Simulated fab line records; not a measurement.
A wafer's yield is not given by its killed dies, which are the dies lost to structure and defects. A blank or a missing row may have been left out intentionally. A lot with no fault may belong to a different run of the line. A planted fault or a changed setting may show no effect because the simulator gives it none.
Commonality check across tools | flow berkeley-cmos170 | 45 wafers sampled across 15 lots

WHAT PROMPTED THE OPENING
UCB170_PWELL_THK_MEAS_06, reading PWELL_NITRIDE_THK: flagged on 3 of 15 lots. No-fault wafers: 218.5 nm, standard deviation 2.
Rule: a lot is flagged when every wafer of it that has a number lies more than 4 standard deviations from that mean, or none has a number. All remaining lots are regarded as sound.

lot  | measured    | on            | PWELL_NITRIDE_THK (nm), wafer by wafer | flag
L749 | day 3 03:14 | film-metro-04 | 218.0 217.5 218.0                      |
L751 | day 3 09:56 | film-metro-01 | 221.7 223.1 220.7                      |
L750 | day 3 09:56 | film-metro-03 | 219.5 217.1 217.8                      |
L753 | day 4 02:09 | film-metro-01 | 219.8 220.1 220.2                      |
L755 | day 4 13:05 | film-metro-03 | 217.9 219.1 218.1                      |
L757 | day 5 00:29 | film-metro-04 | 221.0 221.1 222.6                      |
L759 | day 5 10:46 | film-metro-03 | 216.1 216.3 216.2                      |
L758 | day 5 10:46 | film-metro-04 | 217.1 217.2 217.8                      |
L760 | day 5 16:58 | film-metro-04 | 203.6 203.9 203.5                      | FLAGGED
L762 | day 6 00:44 | film-metro-03 | 205.2 203.5 202.4                      | FLAGGED
L761 | day 6 00:45 | film-metro-04 | 201.9 202.1 198.6                      | FLAGGED
L764 | day 6 13:07 | film-metro-04 | 218.0 217.6 217.7                      |
L770 | day 7 23:46 | film-metro-03 | 218.6 218.8 219.3                      |
L772 | day 7 23:46 | film-metro-04 | 217.6 217.2 217.6                      |
L771 | day 7 23:49 | film-metro-01 | 219.5 217.7 219.4                      |
On average the flagged lots' numbers are 202.7 nm, which is -15.8 nm against the usual, or -8 standard deviations.

WHICH TOOL RAN EACH LOT
The record holds 1 process step before the reading, out of a route of 331 steps. Each cell gives the tool, then ch followed by the chambers the sampled wafers passed through, then the start.
lot  | flag    | UCB170_PWELL_CVD_05
L749 |         | lpcvd-01 ch 1, day 3 01:19
L751 |         | lpcvd-02 ch 0, day 3 08:01
L750 |         | lpcvd-02 ch 0, day 3 08:01
L753 |         | lpcvd-01 ch 0, day 4 00:14
L755 |         | lpcvd-01 ch 1, day 4 11:08
L757 |         | lpcvd-02 ch 0, day 4 22:34
L759 |         | lpcvd-01 ch 0, day 5 08:51
L758 |         | lpcvd-01 ch 1, day 5 08:51
L760 | FLAGGED | lpcvd-01 ch 0, day 5 15:03
L762 | FLAGGED | lpcvd-01 ch 1, day 5 22:49
L761 | FLAGGED | lpcvd-01 ch 0, day 5 22:49
L764 |         | lpcvd-02 ch 1, day 6 11:11
L770 |         | lpcvd-02 ch 1, day 7 21:51
L772 |         | lpcvd-02 ch 0, day 7 21:51
L771 |         | lpcvd-02 ch 0, day 7 21:51
These steps, and what they do:
- UCB170_PWELL_CVD_05: deposits Si3N4 from SiH2Cl2/NH3, target thk 220 nm, time 3300 s.
- UCB170_PWELL_THK_MEAS_06

FLAGGED AGAINST TOTAL, ONE TOOL AT A TIME (gauges that did the reading follow at the end)
step                     | tool          | lots run | flagged | share of the flagged lots | sound lots run after its first flagged lot
UCB170_PWELL_CVD_05      | lpcvd-01      | 8        | 3       | all                       | 0
UCB170_PWELL_CVD_05      | lpcvd-02      | 7        | 0       | none                      | -
UCB170_PWELL_THK_MEAS_06 | film-metro-01 | 3        | 0       | none                      | -
UCB170_PWELL_THK_MEAS_06 | film-metro-03 | 5        | 1       | some                      | 1 (L770)
UCB170_PWELL_THK_MEAS_06 | film-metro-04 | 7        | 2       | some                      | 2 (L764,L772)

THE TABLE: WHAT IT ALLOWS
All flagged lots share 1 row of the table, namely lpcvd-01 at UCB170_PWELL_CVD_05.
- lpcvd-01 at UCB170_PWELL_CVD_05: 3 of its 8 lots flagged. It ran its last sound lot, L758, at day 5 08:51 and its first flagged lot, L760, at day 5 15:03: a fault with its onset between the two fits.
Left over: one tool, lpcvd-01 at UCB170_PWELL_CVD_05.

WHAT THE SIMULATOR HAD PUT IN
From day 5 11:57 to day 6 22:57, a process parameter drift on lpcvd-01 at UCB170_PWELL_CVD_05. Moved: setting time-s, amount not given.
Struck lots among those shown: L760, L762, L761. The rule given above showed the same thing.
